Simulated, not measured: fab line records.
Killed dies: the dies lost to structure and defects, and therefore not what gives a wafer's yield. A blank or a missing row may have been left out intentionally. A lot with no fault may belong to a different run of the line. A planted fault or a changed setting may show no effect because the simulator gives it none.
Problem report in the 8D (eight disciplines) form, filled by code ; flow ritCmos ; the parts of the form that need people (team, actions taken, sign-off) are left out

## 1. WHAT WENT WRONG
Across 3 wafers from 2 lots, CONTACT_TEOS_THK at RIT_CONTACT_THK_MEAS_01 averages 670 nm, while fault-free wafers read 399 nm with a standard deviation of 4.7. Measured from the usual mean, that is +58 standard deviations.
Earliest sighting: wafer L833.1 on filmMetro-04 at day 5 01:00. The record has a number at this step for 42 wafers belonging to 14 lots. Rule for "out" (also "out of limits"): further than 4 standard deviations from the usual mean. The other wafers with a number count as sound.

## 2. WHAT THIS IS AND IS NOT
question;is;is not
which readings at this step;CONTACT_TEOS_THK;-
which lots;L833, L836;L826, L827, L828, L834, L838, L840, L841, L843, L844, L846, L847, L849
which wafers of those lots;L833.1, L836.2, L836.5;L833.2, L833.3, L836.4
read on which gauges;filmMetro-03, filmMetro-04;filmMetro-01
when;from day 5 01:00;"up to then (11 sound wafers); but 28 sound wafers of L834, L836, L838, L840, L841, L843, L844, L846, L847, L849 came after"

## 3. THE SUSPECTS, EACH WITH WHAT RULES IT OUT
Counting: a tool at a process step up to the reading stays a suspect if it ran every lot that is out. Sound lots after the first of them don't rule it out here, since some wafers of a struck lot are sound.
- ruled out: the gauge at RIT_CONTACT_THK_MEAS_01. The wafers that are out were read on 2 gauges (filmMetro-03, filmMetro-04).
- plasmaAsher-02 at RIT_PRETRO_STRIP_09 (strips in O2, time 180 s): kept. Every lot that is out went through it, the first being L833 (day 4 00:03); the last sound lot it ran before that was L826 (day 2 08:16).
- pecvd-02 at RIT_CONTACT_CVD_00 (deposits SiO2 from TEOS, target thk 400 nm, time 61 s): kept. It ran every lot that is out, first L833 (day 5 00:57). Its own runLengthS readings are out on those wafers.
- Within plasmaAsher-02 at RIT_PRETRO_STRIP_09: the wafers that are out ran in chamber 0; their sound lot-mates ran in chamber 1.
- In pecvd-02 at RIT_CONTACT_CVD_00, the wafers that are out were processed in chamber 1 and their sound lot-mates in chambers 0, 2.
Remaining after the count are plasmaAsher-02 at RIT_PRETRO_STRIP_09 and pecvd-02 at RIT_CONTACT_CVD_00.

## 4. THE CAUSE (what the simulator had put in)
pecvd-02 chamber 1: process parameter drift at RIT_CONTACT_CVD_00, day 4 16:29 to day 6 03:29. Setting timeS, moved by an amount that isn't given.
Counting leaves 2 suspects; this tool is one of them.

## 5. THE EFFECT CHAIN, in route order
Each row: a reading where the mean over the struck wafers with a number is more than 3 standard deviations away from the usual. Only readings whose record carries a usual standard deviation are examined. hours: median over the lots of the time between each lot's start at the first step of this table that gives one and its start at this step. sigmas: the change, counted in usual standard deviations.
hours;step;reading;usual;on struck wafers;change;sigmas
0;RIT_CONTACT_CVD_00;runLengthS;88.9 s;130.4;+41.5;+63
0;RIT_CONTACT_THK_MEAS_01;CONTACT_TEOS_THK;399 nm;670;+271;+58
26;RIT_M1_PROBE_99;killedAtContacts;0.1;261.0;+260.9;+99 or more
26;RIT_M1_PROBE_99;killedDies;6.8;264.0;+257.2;+95
26;RIT_M1_PROBE_99;killedOnRim;1.7;70.0;+68.3;+57
Here are the process steps it includes:
- RIT_CONTACT_CVD_00: deposits SiO2 from TEOS, target thk 400 nm, time 61 s.
- RIT_M1_PROBE_99

## 6. HOW IT WOULD HAVE BEEN CAUGHT EARLIER
The first out-of-limits reading at a measuring or inspecting step in this record came at day 5 01:00, 9 hours after the fault's start at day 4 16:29.
The tool's own readings at RIT_CONTACT_CVD_00 were out on every struck wafer that the step has a row for (runLengthS): an alarm limit on them would have fired on the first of those.
L836, from the lots that are out (2), started RIT_CONTACT_CVD_00 on pecvd-02 later than day 5 01:00. Putting the tool on hold at that point would have spared it.
